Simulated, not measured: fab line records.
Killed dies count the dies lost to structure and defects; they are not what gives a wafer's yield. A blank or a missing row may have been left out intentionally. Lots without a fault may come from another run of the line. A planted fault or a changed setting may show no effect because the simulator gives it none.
One fault seen from 2 desks | flow berkeleyCmos170 | numbers are kept per desk, each desk with only its own; the story behind them comes last

## TOOL OWNER'S DESK, lithoTrack-03
The tool's own readings at UCB170_M3_HMDS_04 (prime time 60 s): means of the sampled wafers that have a number, for each lot that ran on this tool. Any lot whose mean is over 4 standard deviations away from the usual mean is out of limits and marked OUT; that distance is given in the brackets.
Columns: A = primeTempC at UCB170_M3_HMDS_04, usual 99.96 C
lot  | first seen here | A
L100 | day 9 10:53     | 100.02
L105 | day 11 03:20    | 99.91
L107 | day 11 04:31    | 99.90
L115 | day 12 15:07    | 102.67 (+21) OUT
L114 | day 12 16:52    | 102.86 (+22) OUT
This desk's verdict: out of limits on L114, L115, starting with L115 at day 12 15:07 (primeTempC at UCB170_M3_HMDS_04). In limits: L100, L105, L107.

## METROLOGY DESK
What the gauges read for every lot (on any tool): the sampled wafers with a number, averaged. Any lot whose mean is over 4 standard deviations away from the usual mean is out of limits and marked OUT; that distance is given in the brackets.
Columns: A = V2_BOW at UCB170_V2_BOW_MEAS_03, usual 37 um; B = V2_POLISHED_THK at UCB170_V2_THK_MEAS_04, usual 999.9 nm
lot  | first seen here | A  | B
L994 | day 8 10:40     | 33 | 1000.8
L995 | day 9 03:32     | 41 | 1000.3
L997 | day 9 07:08     | 47 | 1002.3
L100 | day 9 08:11     | 38 | 998.8
L996 | day 9 08:50     | 37 | 999.4
L102 | day 10 13:31    | 34 | 1000.4
L105 | day 10 23:37    | 45 | 997.8
L107 | day 11 01:28    | 39 | 999.5
L106 | day 11 02:13    | 21 | 1000.4
L108 | day 11 08:53    | 37 | 999.6
L115 | day 12 12:28    | 43 | 1000.1
L116 | day 12 13:41    | 35 | 998.9
L114 | day 12 14:20    | 40 | 998.9
L117 | day 13 01:44    | 37 | 1001.3
This desk's verdict: no lot among the 14 shows anything out of limits.

## BROUGHT TOGETHER
On L114, L115, at day 12 15:07, an alarm was possible from the tool owner's desk.
Metrology desk: nothing out of limits seen.
The metrology desk has L114, L115 on record, within its limits.
Every lot named ran UCB170_M3_HMDS_04 on lithoTrack-03.

## WHAT THE SIMULATOR HAD INSERTED
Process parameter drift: lithoTrack-03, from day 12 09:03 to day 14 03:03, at UCB170_M3_HMDS_04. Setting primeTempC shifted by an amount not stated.
Lots struck among those shown: L114, L115.
Each desk's first reading out of limits, in hours after the fault started: the tool owner's desk, 6.
